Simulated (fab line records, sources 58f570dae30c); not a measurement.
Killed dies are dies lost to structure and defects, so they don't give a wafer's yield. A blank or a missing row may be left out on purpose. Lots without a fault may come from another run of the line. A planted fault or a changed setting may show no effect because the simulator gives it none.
Split-lot experiment | flow berkeley_cmos170 | 5 lots, 23 wafers read, on a route of 331 steps

THE SPLIT
At UCB170_ACTIVE_STRIP_16 (strips in O2), the setting power_w was moved away from the recipe's 400 W on 7 of the 23 wafers read, by -9.8% to +9.0%. The other wafers ran this setting at the recipe's value.

The reading is taken at the split's own step.

THE READING
oes_product_au, in a.u., at UCB170_ACTIVE_STRIP_16 (strips in O2). Fault-free wafers of this fab line usually give 0.721 a.u., standard deviation 0.0048 a.u..

wafer  | tool, chamber at the split | power_w as run, W | against the recipe | oes_product_au, a.u. | against lot-mates on the recipe
L074.4 | plasma_asher-02, 0         | 400               | recipe             | 0.710                | -
L074.5 | plasma_asher-02, 0         | 400               | recipe             | 0.717                | -
L074.6 | plasma_asher-02, 1         | 400               | recipe             | 0.715                | -
L077.1 | plasma_asher-01, 0         | 400               | recipe             | 0.732                | -
L077.2 | plasma_asher-01, 1         | 436               | +9.0%              | 0.754                | +0.032
L077.3 | plasma_asher-01, 1         | 436               | +9.0%              | 0.759                | +0.037
L077.4 | plasma_asher-01, 0         | 400               | recipe             | 0.720                | -
L077.6 | plasma_asher-01, 0         | 400               | recipe             | 0.715                | -
L078.2 | plasma_asher-02, 0         | 400               | recipe             | 0.718                | -
L078.3 | plasma_asher-02, 0         | 360.7             | -9.8%              | 0.687                | -0.033
L078.4 | plasma_asher-02, 1         | 400               | recipe             | 0.722                | -
L078.5 | plasma_asher-02, 1         | 360.7             | -9.8%              | 0.687                | -0.033
L078.6 | plasma_asher-02, 0         | 360.7             | -9.8%              | 0.688                | -0.032
L079.1 | plasma_asher-01, 1         | 400               | recipe             | 0.731                | -
L079.2 | plasma_asher-01, 0         | 400               | recipe             | 0.716                | -
L079.3 | plasma_asher-01, 0         | 400               | recipe             | 0.720                | -
L079.4 | plasma_asher-01, 1         | 372.1             | -7.0%              | 0.702                | -0.020
L079.6 | plasma_asher-01, 0         | 372.1             | -7.0%              | 0.700                | -0.022
L082.2 | plasma_asher-02, 1         | 400               | recipe             | 0.720                | -
L082.3 | plasma_asher-02, 0         | 400               | recipe             | 0.723                | -
L082.4 | plasma_asher-02, 1         | 400               | recipe             | 0.718                | -
L082.5 | plasma_asher-02, 0         | 400               | recipe             | 0.719                | -
L082.6 | plasma_asher-02, 1         | 400               | recipe             | 0.725                | -

THE FIT
A straight line over all 23 wafers: oes_product_au changes by +0.00349 a.u. for each +1% of power_w; r = +0.96; the points scatter about the line by 0.0053 a.u..
The same after taking each lot's own level away (the mean of its wafers on the recipe; 23 wafers): +0.00345 a.u. for each +1%; r = +0.97; scatter 0.0043 a.u..
On that fit, the largest move of power_w shifts the reading by 0.034 a.u..
The lots' own levels span 0.7140 to 0.7223 a.u., that is 1.7 times the standard deviation above.
So the lot-to-lot level changes the slope little: the two slopes agree.
Check: with one of the wafers moved furthest among these (-9.8%) left out of the fit, the line predicts -0.0333 a.u. for it against its lot-mates. It came out at -0.033 a.u. against them.
Tool readings at the split's step, against how far the setting was moved: oes_product_au r = +0.96; strip_time_to_endpoint_s r = -0.85.

OTHER SPLITS ON THESE WAFERS
These wafers also went through other splits before the reading. Each is held against what the fit with the lots' levels taken away leaves over:
other split on the same wafers      | wafers away from the commonest value | r with oes_product_au (lot level and that fit taken away)
UCB170_ZERO_STRIP_07 o2_flow_sccm   | 10                                   | -0.09
UCB170_NWELL_CVD_04 pressure_mtorr  | 15                                   | -0.02
UCB170_NWELL_IMPLANT_14 dose_cm2    | 8                                    | -0.05
UCB170_PWELL_OXIDATION_02 ox_time_s | 18                                   | -0.10
UCB170_ACTIVE_OXIDATION_02 temp_c   | 15                                   | -0.01
UCB170_ACTIVE_COAT_08 resist_thk_nm | 9                                    | +0.52
UCB170_ACTIVE_SOFTBAKE_09 time_s    | 5                                    | -0.29

THE WHOLE CHAIN: every reading that the file lists as answering this split, in the file's order
step                   | what it does | reading                  | change (the file's fit)                                                                   | r (the file's)
UCB170_ACTIVE_STRIP_16 | strips in O2 | oes_product_au           | +0.00343 a.u. for each +1% of the setting                                                 | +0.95
UCB170_ACTIVE_STRIP_16 | strips in O2 | strip_time_to_endpoint_s | withheld for each +1% of the setting, in a fit together with resist_thk_nm@ACTIVE_COAT_08 | 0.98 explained

THE FILE'S OWN FIT
oes_product_au changes by +0.00343 a.u. for each +1% of power_w, r = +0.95.
